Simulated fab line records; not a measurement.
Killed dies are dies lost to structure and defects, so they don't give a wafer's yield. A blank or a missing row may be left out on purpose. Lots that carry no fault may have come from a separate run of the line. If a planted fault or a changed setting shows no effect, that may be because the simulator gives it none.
Matching of chambers -- flow berkeleyCmos170 -- cmp-01 running UCB170_V1_CMP_02: 4 sister chambers
The step polishes SiO2. 18 wafers are shown with their chamber, then 9 later ones without.

== EACH WAFER AND ITS CHAMBER ==
wafer,chamber,motorCurrentA (A)
L142.1,2,15.7
L142.3,0,13.8
L142.5,3,15.1
L141.3,3,13.7
L141.4,2,14.5
L141.6,1,14.9
L140.1,0,14.6
L140.3,3,14.6
L140.5,0,14.5
L143.1,2,14.9
L143.3,0,14.0
L143.5,1,14.2
L145.1,2,15.3
L145.2,1,13.8
L145.3,3,13.9
L146.2,3,14.3
L146.4,2,15.0
L146.5,0,14.9

SIGNATURES (averages over the wafers above)
reading,chamber 0,chamber 1,chamber 2,chamber 3,scatter within a chamber
motorCurrentA,14.360,14.300,15.080,14.320,0.499
Rule: a wafer lies at a distance from a chamber equal to the root of the sum of squares, over the readings, of (its reading less the chamber's mean, divided by the reading's scatter). The wafer belongs to the nearest chamber; if the next one is less than 2 further off, it can't be placed. The scatter is the square root of a quotient: the sum, over the shown wafers, of each reading's squared deviation from its chamber's mean, divided by wafers minus chambers.

== WAFERS MISSING THEIR CHAMBER ==
wafer,motorCurrentA (A)
L151.3,15.8
L151.4,13.7
L151.6,14.2
L155.2,14.3
L155.5,14.7
L155.6,15.4
L154.1,14.8
L154.3,14.3
L154.4,13.8

== WHICH CHAMBER EACH ONE RAN IN ==
wafer,from the rows above,in truth
L151.3,can't be placed: 2 or 0 or 3 or 1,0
L151.4,can't be placed: 1 or 3 or 0 or 2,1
L151.6,can't be placed: 1 or 3 or 0 or 2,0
L155.2,can't be placed: 1 or 3 or 0 or 2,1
L155.5,can't be placed: 0 or 3 or 2 or 1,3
L155.6,can't be placed: 2 or 0 or 3 or 1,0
L154.1,can't be placed: 2 or 0 or 3 or 1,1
L154.3,can't be placed: 1 or 3 or 0 or 2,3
L154.4,can't be placed: 1 or 3 or 0 or 2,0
0 of 9 placed correctly. Can't be placed from these rows: 9 (the true chamber is among the candidates in 9). Wrongly placed: 0.
